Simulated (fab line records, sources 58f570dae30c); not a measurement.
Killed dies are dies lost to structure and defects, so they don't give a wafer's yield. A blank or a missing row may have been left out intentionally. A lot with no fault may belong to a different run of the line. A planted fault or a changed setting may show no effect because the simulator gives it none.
8D (eight disciplines) problem report, filled in by code    flow berkeley-cmos170    the parts of the form that need people (team, actions taken, sign-off) are left out

## 1. PROBLEM STATEMENT
At UCB170_SILICIDE_RTA_04, wafer_temp_C_max averages 683.4 over 6 wafers from 2 lots, while fault-free wafers read 653.0, standard deviation 0.76. That puts it +40 standard deviations away from the usual mean.
The step: time 15 s.
Earliest sighting: wafer L720.1 on rtp-anneal-01 at day 11 04:10. At this step, 18 wafers from 6 lots have a number in the record. By rule, "out" or "out of limits" means more than 4 standard deviations away from the usual mean. The other wafers with a number count as sound.

## 2. WHAT IT IS, WHAT IT ISN'T
question                     is                                is not
which readings at this step  wafer_temp_C_max, lamp-power-pct  -
which lots                   L720, L723                        L712, L713, L726, L728
which wafers of those lots   all that have a number            -
read on which tools          rtp-anneal-01                     rtp-anneal-02
when                         from day 11 04:10                 up to then (6 sound wafers); but 6 sound wafers of L726, L728 came after

## 3. THE SUSPECTS, EACH WITH WHAT RULES IT OUT
Counting: a tool at a process step up to the reading stays a suspect if it ran every lot that is out and no sound lot after the first of them.
- rtp-anneal-01 at UCB170_SDANNEAL_RTA_00 (time 10 s): ruled out as a lasting fault. Sound lots L726 ran on it after its first lot that is out, L720 (day 11 03:17).
- rtp-anneal-01 at UCB170_SDANNEAL_RTA_01 (time 5 s): ruled out as a lasting fault. Sound lots L726 ran on it after its first lot that is out, L720 (day 11 03:21).
- rtp-anneal-01 at UCB170_SILICIDE_RTA_04 (time 15 s): kept. It processed each lot that is out, first L720 at day 11 04:10, and no sound lot thereafter; up to then, the last sound lot it processed was L713 at day 9 21:38. On those wafers its own readings are out: lamp-power-pct, wafer_temp_C_max.
Left after counting: rtp-anneal-01 at UCB170_SILICIDE_RTA_04.

## 4. THE CAUSE (what the simulator had put in)
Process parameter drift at UCB170_SILICIDE_RTA_04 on rtp-anneal-01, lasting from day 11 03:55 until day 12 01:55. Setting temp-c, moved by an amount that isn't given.
After counting, this tool was the only one left.

## 5. SEQUENCE OF EFFECTS, ordered by route
Rows list readings where the struck wafers' mean (over those with a number) sits beyond 3 standard deviations from the usual. Readings are gone through only where the record gives a usual standard deviation; hours: the median, over the lots, of the time from a lot's start at the first step in this table giving one to that lot's start at this step; sigmas: the change measured in usual standard deviations.
hours  step                    reading           usual   on struck wafers  change  sigmas
0      UCB170_SILICIDE_RTA_04  lamp-power-pct    9.45 %  10.36             +0.91   +7.0
0      UCB170_SILICIDE_RTA_04  wafer_temp_C_max  653.0   683.4             +30.4   +40
It contains these process steps:
- UCB170_SILICIDE_RTA_04: time 15 s.

## 6. WHAT WOULD HAVE CAUGHT IT SOONER
In this record no reading fell out of limits until day 11 04:10, 0 hours after the fault had begun at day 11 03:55.
